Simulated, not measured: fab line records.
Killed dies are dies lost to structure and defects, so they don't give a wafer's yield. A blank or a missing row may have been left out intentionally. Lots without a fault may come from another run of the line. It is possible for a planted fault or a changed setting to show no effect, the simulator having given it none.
Struck lot and sound lot, side by side    flow berkeley cmos170    44 out of 331 route steps
Sound: wafers L938.1, L938.2, L938.3. The struck wafers were L941.1, L941.2, L941.6. The cause is named last.
Each step with rows lists, per side, the tool, then ch with its chambers, then its first start. Under that, the readings that differ: sound wafers    struck wafers    difference of the means    sigmas: that difference in standard deviations of wafers without a fault.
alike: readings with means less than 2 such deviations apart, plus words and numbers identical on both sides. not compared: withheld readings, readings lacking a value on some wafer, bounds such as >300 that could conceal the same value, and numbers that have no deviation in the record and whose values overlap.
A row with sigmas, a row that says differs or no value, or rows on one side alone: a step with any of these is where the two part. Numbers that don't overlap but have no deviation are shown without sigmas and don't part them. A reading missing from all wafers of one side parts the sides only when that side holds two or more wafers.

first, 3 steps without rows for these wafers: UCB170_NLDD_EXPOSE_03 (exposes mask NSELECT, target cd 1200 nm); UCB170_NLDD_PEB_04; UCB170_NLDD_DEVELOP_05 (develop time 45 s).
UCB170_NLDD_CD_MEAS_06: the cd target is 1200 nm.
  sound: cd sem-02 at day 8 20:59; struck: cd sem-01 at day 9 01:50
  alike: cd nm
UCB170_NLDD_OVL_MEAS_07:
  sound: overlay-01 at day 8 21:06; struck: overlay-02 at day 9 01:57
  alike: NLDD_OVL
then, 2 steps without rows for these wafers: UCB170_NLDD_IMPLANT_08; UCB170_NLDD_IMPLANT_09.
UCB170_NLDD_STRIP_10: strips in O2.
  sound on plasma asher-03 ch 0,1, day 8 21:26; struck on plasma asher-01 ch 0,1, day 9 02:17
  alike: drypump motor current A, oes product au, strip time to endpoint s
  not compared: rf hours counter h
UCB170_NLDD_TW_MEAS_11:
  sound: film metro-04 at day 8 21:32; struck: film metro-03 at day 9 02:23
  alike: NLDD_TW
then, 1 step without rows for these wafers: UCB170_NLDD_CLEAN_12 (cleans in SPM, time 600 s).
UCB170_SPACER_CVD_00: deposits SiO2 from TEOS/O2, target thk 376 nm, time 47 s.
  sound on pecvd-03 ch 0,1,2, day 8 21:46; struck on pecvd-04 ch 0,1,2, day 9 02:37
  alike: heater power w
UCB170_SPACER_THK_MEAS_01:
  sound: film metro-02 at day 8 21:49; struck: film metro-02 at day 9 02:40
  alike: SPACER_TEOS_THK
UCB170_SPACER_ANNEAL_02: time 1800 s.
  sound on furnace-02 ch 0, day 9 00:40; struck on furnace-02 ch 0, day 9 06:16
reading                    sound              struck             difference  sigmas
spike tc centre C (C)      900.7 901.4 901.2  867.9 868.8 867.6  -33.0       -33
zone power centre pct (%)  44.5 43.6 43.8     29.1 28.7 28.7     -15.1       -18
then, 7 steps without rows for these wafers: UCB170_SPACER_ETCHBACK_03 (etches SiO2 in CHF3/CF4/Ar, stops on Si, target depth 376 nm, time 100 s); UCB170_PSD_HMDS_00 (prime time 60 s); UCB170_PSD_COAT_01 (resist thk 900 nm); UCB170_PSD_SOFTBAKE_02 (time 60 s); UCB170_PSD_EXPOSE_03 (exposes mask PSELECT MOD, target cd 1200 nm); UCB170_PSD_PEB_04; UCB170_PSD_DEVELOP_05 (develop time 45 s).
UCB170_PSD_CD_MEAS_06: the cd target is 1200 nm.
  sound: cd sem-01 at day 9 04:44; struck: cd sem-02 at day 9 09:02
  alike: cd nm
UCB170_PSD_OVL_MEAS_07:
  sound: overlay-01 at day 9 04:51; struck: overlay-01 at day 9 09:10
  alike: PSD_OVL
then, 1 step without rows for these wafers: UCB170_PSD_IMPLANT_08.
UCB170_PSD_STRIP_09: strips in O2.
  sound on plasma asher-01 ch 0,1, day 9 05:02; struck on plasma asher-02 ch 0,1, day 9 09:20
  alike: drypump motor current A, oes product au, strip time to endpoint s
  not compared: rf hours counter h
UCB170_PSD_TW_MEAS_10:
  sound: film metro-01 at day 9 05:08; struck: film metro-04 at day 9 09:26
  alike: PSD_TW
then, 7 steps without rows for these wafers: UCB170_PSD_CLEAN_11 (cleans in SPM, time 600 s); UCB170_NSD_HMDS_00 (prime time 60 s); UCB170_NSD_COAT_01 (resist thk 900 nm); UCB170_NSD_SOFTBAKE_02 (time 60 s); UCB170_NSD_EXPOSE_03 (exposes mask NSELECT MOD, target cd 1200 nm); UCB170_NSD_PEB_04; UCB170_NSD_DEVELOP_05 (develop time 45 s).
UCB170_NSD_CD_MEAS_06: the cd target is 1200 nm.
  sound: cd sem-01 at day 9 06:38; struck: cd sem-01 at day 9 10:38
  alike: cd nm
UCB170_NSD_OVL_MEAS_07:
  sound: overlay-02 at day 9 06:46; struck: overlay-02 at day 9 10:46
reading       sound     struck  difference  sigmas
NSD_OVL (nm)  12 13 21  -6 2 1  -16         -3
then, 1 step without rows for these wafers: UCB170_NSD_IMPLANT_08.
UCB170_NSD_STRIP_09: strips in O2.
  sound on plasma asher-03 ch 0,1, day 9 06:57; struck on plasma asher-03 ch 0,1, day 9 10:57
  alike: drypump motor current A, oes product au, strip time to endpoint s
  not compared: rf hours counter h
UCB170_NSD_TW_MEAS_10:
  sound: film metro-01 at day 9 07:03; struck: film metro-01 at day 9 11:03
  alike: NSD_TW
then, 4 steps without rows for these wafers: UCB170_NSD_CLEAN_11 (cleans in SPM, time 600 s); UCB170_BACKSIDE_HMDS_00 (prime time 60 s); UCB170_BACKSIDE_COAT_01 (resist thk 900 nm); UCB170_BACKSIDE_SOFTBAKE_02 (time 60 s).
UCB170_BACKSIDE_STRIP_03: strips in O2.
  sound on plasma asher-01 ch 0,1, day 9 07:45; struck on plasma asher-02 ch 0,1, day 9 11:45
  alike: drypump motor current A, oes product au, strip time to endpoint s
  not compared: rf hours counter h
UCB170_SDANNEAL_RS_MEAS_04: measurement is done with a four-point probe.
  sound: film metro-03 at day 9 08:35; struck: film metro-01 at day 9 12:24
reading           sound                 struck                difference  sigmas
PLDD_RS (ohm/sq)  1030.2 1032.7 1033.6  1108.0 1117.0 1106.2  +78.2       +31
UCB170_M3_PROBE_99:
  sound: prober-01 at day 10 10:32; struck: prober-02 at day 10 21:21
reading                                    sound                 struck                difference  sigmas
model.etest.pmos_0p35.r on ohm um          4505 4624 4603        4740 4842 4746        +199        
model.etest.pldd.rs ohm sq                 1061 1107 1082        1159 1172 1169        +83         
model.etest.nldd.rs ohm sq                 759.6 771.6 768       745 750.3 746.8       -19         
model.etest.pmos turned.drive ua um        314 305.4 307.8       291.4 281.1 294.6     -20.0       
model.etest.pmos_0p35.drive ua um          302.1 291.3 295.6     282.1 273.1 280.9     -17.6       
model.etest.pmos_0p35.swing mv dec         75.03 75.07 74.86     75.94 76.25 76.31     +1.18       
model.etest.pmos_0p35.off log10 a um       -11.43 -11.38 -11.45  -11.74 -12.04 -11.8   -0.44       
model.etest.ring.quiet log10 a (angstrom)  -8.557 -8.607 -8.62   -8.831 -8.925 -8.836  -0.269      

## WHERE THEY PART
Last at UCB170_SDANNEAL_RS_MEAS_04 as far as this record goes, first at UCB170_SPACER_ANNEAL_02.

WHY: the cause the simulator had injected
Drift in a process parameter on furnace-02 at UCB170_SPACER_ANNEAL_02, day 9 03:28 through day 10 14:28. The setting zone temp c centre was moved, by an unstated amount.
